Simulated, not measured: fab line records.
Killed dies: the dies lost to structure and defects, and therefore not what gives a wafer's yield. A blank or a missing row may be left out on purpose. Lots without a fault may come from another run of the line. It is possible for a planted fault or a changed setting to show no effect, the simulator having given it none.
2 desks looking at one fault :: flow rit cmos :: only its own numbers are on each desk; what lay behind them is given at the end

== THE METROLOGY DESK ==
What the gauges read, lot by lot, whatever tool the lot ran on: means of the sampled wafers that have a number. If a lot's mean is further than 4 standard deviations from the usual mean, the lot is out of limits and carries the mark OUT (the distance appears in the brackets).
Columns: A = NRETRO_TW at RIT_NRETRO_TW_MEAS_10, usual 1061
lot: L496
first seen here: day 2 10:48
A: 1062

lot: L497
first seen here: day 2 15:26
A: 1061

lot: L498
first seen here: day 2 20:43
A: 1078

lot: L501
first seen here: day 3 13:23
A: 1035

lot: L502
first seen here: day 3 16:28
A: 1036

lot: L503
first seen here: day 3 22:58
A: 1078

lot: L505
first seen here: day 4 08:23
A: 1060

lot: L506
first seen here: day 4 13:48
A: 1062

lot: L507
first seen here: day 4 18:32
A: 1079

lot: L514
first seen here: day 6 04:42
A: 1164 (+6.4) OUT

lot: L515
first seen here: day 6 10:41
A: 1197 (+8.5) OUT

lot: L516
first seen here: day 6 14:52
A: 1081

lot: L517
first seen here: day 6 21:06
A: 1085

lot: L518
first seen here: day 7 01:05
A: 1054
This desk's finding: out of limits on L514, L515; first on L514, day 6 04:42 (NRETRO_TW at RIT_NRETRO_TW_MEAS_10). L496, L497, L498, L501, L502, L503, L505, L506, L507, L516, L517, L518 stayed within limits.

== DESK OF THE TOOL OWNER: implanter-02 ==
For each lot that ran on this tool, the mean over its sampled wafers that have a number, from the tool's own readings at RIT_NRETRO_IMPLANT_08. If a lot's mean is further than 4 standard deviations from the usual mean, the lot is out of limits and carries the mark OUT (the distance appears in the brackets).
Columns: A = dose ions cm2 at RIT_NRETRO_IMPLANT_08, usual 1.0001e+13; B = faraday current uA at RIT_NRETRO_IMPLANT_08, usual 31.7
lot: L497
first seen here: day 2 15:07
A: 9.9993e+12
B: 31.2

lot: L507
first seen here: day 4 18:13
A: 9.9940e+12
B: 31.9

lot: L514
first seen here: day 6 04:25
A: 1.3689e+13 (+99 or more) OUT
B: 43.6 (+20) OUT

lot: L515
first seen here: day 6 10:23
A: 1.3711e+13 (+99 or more) OUT
B: 43.9 (+21) OUT
Finding of this desk: L514, L515 out of limits; the first was L514 at day 6 04:25, on dose ions cm2 at RIT_NRETRO_IMPLANT_08. L497, L507 stayed within limits.

== PUT TOGETHER ==
At day 6 04:25, on L514, L515, the tool owner's desk was in a position to raise an alarm.
An alarm was possible from the metrology desk at day 6 04:42, on L514, L515.
The lots listed all ran RIT_NRETRO_IMPLANT_08 on implanter-02.

== WHAT THE SIMULATOR HAD PUT IN ==
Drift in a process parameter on implanter-02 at RIT_NRETRO_IMPLANT_08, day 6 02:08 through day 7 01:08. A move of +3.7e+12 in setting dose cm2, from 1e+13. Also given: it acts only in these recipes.
Struck lots among those shown: L514, L515.
Time in hours from fault onset to the first out-of-limits reading at each desk: tool owner's desk 2, metrology desk 3.
